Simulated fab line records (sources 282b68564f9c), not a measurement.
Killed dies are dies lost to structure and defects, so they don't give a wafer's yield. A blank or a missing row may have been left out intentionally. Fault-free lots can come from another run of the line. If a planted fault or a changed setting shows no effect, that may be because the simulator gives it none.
Comparing a struck lot with a sound one | flow ritCmos | 44 out of 202 route steps
Sound: these wafers, L638.1, L638.2, L638.5. The struck wafers were L649.1, L649.2, L649.6. At the end, the cause is stated.
At each step with rows: each side's tool, then ch and its chambers, then its first start. Under that, the readings that differ: sound wafers | struck wafers | difference of the means | sigmas: that difference in standard deviations of wafers without a fault.
alike: words and numbers the same on both sides, and readings whose means are apart by under 2 such deviations; not compared: readings that were withheld, readings missing a value for some wafer, numbers with overlapping values and no deviation given by the record, and bounds like >300 which may hide the same value.
Wherever a step has rows on one side only, a row that says differs or no value, or a row with sigmas, the two part there. When numbers do not overlap yet have no deviation, they are printed without sigmas and do not part them. Lack of a reading on every wafer of one side parts them only where that side has two or more wafers.

first, 3 steps without rows for these wafers: RIT_REOX_CLEAN_01 (cleans in dHF, time 30 s); RIT_REOX_CLEAN_02 (cleans in SC2, time 600 s); RIT_REOX_OXIDATION_03 (target thk 25.2 nm, ox time 5580 s).
RIT_REOX_THK_MEAS_04:
  sound on filmMetro-03, day 4 20:14; struck on filmMetro-03, day 7 10:05
  alike: REOX_OXIDE_THK
then, 6 steps without rows for these wafers: RIT_NLDD_HMDS_00 (prime time 60 s); RIT_NLDD_COAT_01 (resist thk 1000 nm); RIT_NLDD_SOFTBAKE_02 (time 60 s); RIT_NLDD_EXPOSE_03 (exposes mask M7, target cd 40700 nm); RIT_NLDD_PEB_04; RIT_NLDD_DEVELOP_05 (develop time 50 s).
RIT_NLDD_OVL_MEAS_06:
  sound on overlay-02, day 4 21:17; struck on overlay-02, day 7 11:16
  alike: NLDD_OVL
then, 1 step without rows for these wafers: RIT_NLDD_HARDBAKE_07 (time 60 s).
RIT_NLDD_IMPLANT_08:
  sound on implanter-02 ch 0, day 4 21:28; struck on implanter-02 ch 0, day 7 11:28
reading                  | sound                | struck               | difference | sigmas
beamEnergyKeV            | 20.008 20.002 20.003 | 16.394 16.404 16.409 | -3.602     | -99 or more
model.implant.rpNm (nm)  | 28.09 28.09 28.09    | 23.92 23.92 23.92    | -4.17      | 
model.implant.drpNm (nm) | 12.97 12.97 12.97    | 11.51 11.51 11.51    | -1.46      | 
  alike: tiltDeg
RIT_NLDD_STRIP_09: strips in O2, time 180 s.
  sound on plasmaAsher-03 ch 0,1, day 4 21:37; struck on plasmaAsher-01 ch 0,1, day 7 11:37
  alike: drypumpMotorCurrentA
  not compared: rfHoursCounterH
RIT_NLDD_TW_MEAS_10:
  sound on filmMetro-04, day 4 21:47; struck on filmMetro-03, day 7 11:47
reading | sound          | struck         | difference | sigmas
NLDD_TW | 2473 2488 2485 | 2394 2395 2392 | -88        | -3
then, 6 steps without rows for these wafers: RIT_PLDD_HMDS_00 (prime time 60 s); RIT_PLDD_COAT_01 (resist thk 1000 nm); RIT_PLDD_SOFTBAKE_02 (time 60 s); RIT_PLDD_EXPOSE_03 (exposes mask M8, target cd 40900 nm); RIT_PLDD_PEB_04; RIT_PLDD_DEVELOP_05 (develop time 50 s).
RIT_PLDD_OVL_MEAS_06:
  sound on overlay-02, day 4 22:42; struck on overlay-02, day 7 12:53
  alike: PLDD_OVL
then, 2 steps without rows for these wafers: RIT_PLDD_HARDBAKE_07 (time 60 s); RIT_PLDD_IMPLANT_08.
RIT_PLDD_STRIP_09: strips in O2, time 180 s.
  sound on plasmaAsher-01 ch 0,1, day 4 23:02; struck on plasmaAsher-04 ch 0,1, day 7 13:14
  alike: drypumpMotorCurrentA
  not compared: rfHoursCounterH
RIT_PLDD_TW_MEAS_10:
  sound on filmMetro-01, day 4 23:13; struck on filmMetro-01, day 7 13:25
  alike: PLDD_TW
then, 4 steps without rows for these wafers: RIT_SPACER_CLEAN_00 (cleans in SC1, time 600 s); RIT_SPACER_CLEAN_01 (cleans in dHF, time 30 s); RIT_SPACER_CLEAN_02 (cleans in SC2, time 600 s); RIT_SPACER_CVD_03 (deposits Si3N4 from SiH2Cl2/NH3, target thk 250 nm, time 3300 s).
RIT_SPACER_THK_MEAS_04:
  sound on filmMetro-03, day 5 01:33; struck on filmMetro-02, day 7 17:41
  alike: SPACER_NITRIDE_THK
RIT_SPACER_ETCHBACK_05: etches Si3N4 in SF6/CHF3, stops on SiO2, target depth 250 nm, time 240 s.
  sound on rieDiel-03 ch 1,3, day 5 01:37; struck on rieDiel-02 ch 0,2, day 7 17:44
  alike: drypumpMotorCurrentA, oesProductAu, rfFwdPowerW, throttleValvePct
  not compared: rfHoursCounterH
then, 6 steps without rows for these wafers: RIT_NSD_HMDS_00 (prime time 60 s); RIT_NSD_COAT_01 (resist thk 1000 nm); RIT_NSD_SOFTBAKE_02 (time 60 s); RIT_NSD_EXPOSE_03 (exposes mask M9, target cd 40700 nm); RIT_NSD_PEB_04; RIT_NSD_DEVELOP_05 (develop time 50 s).
RIT_NSD_OVL_MEAS_06:
  sound on overlay-01, day 5 02:44; struck on overlay-01, day 7 18:56
  alike: NSD_OVL
then, 2 steps without rows for these wafers: RIT_NSD_HARDBAKE_07 (time 60 s); RIT_NSD_IMPLANT_08.
RIT_NSD_STRIP_09: strips in O2, time 180 s.
  sound on plasmaAsher-04 ch 0,1, day 5 03:04; struck on plasmaAsher-02 ch 0,1, day 7 19:27
  alike: drypumpMotorCurrentA
  not compared: rfHoursCounterH
RIT_SDANNEAL_RS_MEAS_07: measures by four-point-probe.
  sound on filmMetro-04, day 5 05:39; struck on filmMetro-01, day 7 22:13
reading          | sound             | struck            | difference | sigmas
NLDD_RS (ohm/sq) | 150.8 151.1 151.8 | 155.0 154.9 155.0 | +3.7       | +7
RIT_M1_PROBE_99:
  sound on prober-02, day 5 12:39; struck on prober-01, day 8 06:30
reading                          | sound             | struck            | difference | sigmas
model.etest.nmos_0p15.rOnOhmUm   | 1155 1095 1138    | 1280 1321 1312    | +175       | 
model.etest.nmos_0p3.rOnOhmUm    | 2194 2136 2176    | 2310 2352 2339    | +165       | 
model.etest.nldd.rsOhmSq         | 366.9 363.8 359.3 | 497.4 505.2 482.5 | +131.7     | 
model.etest.nmosTurned.driveUaUm | 324.5 335.6 334.8 | 253.7 246.8 264.1 | -76.8      | 
model.etest.nmos_0p15.driveUaUm  | 457.1 469.3 461   | 423.3 426.4 431.7 | -35.3      | 
model.etest.nldd.lineOhmUm       | 116.1 114.7 113.8 | 156.1 160.3 153.3 | +41.7      | 
  alike: killedAtContacts, killedAtFrontEnd, killedDies, killedOpen, killedShort
  not compared: model.etest.nmos_0p15.swingMvDec, model.etest.retroEdgeNmos.offLog10AUm

WHERE THEY PART
Last at RIT_SDANNEAL_RS_MEAS_07 as far as this record goes, first at RIT_NLDD_IMPLANT_08. Later steps at which nothing parts them and some readings are alike: RIT_M1_PROBE_99.

WHY: what had been put in by the simulator
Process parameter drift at RIT_NLDD_IMPLANT_08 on implanter-02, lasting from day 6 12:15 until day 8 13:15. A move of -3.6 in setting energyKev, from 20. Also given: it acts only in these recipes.
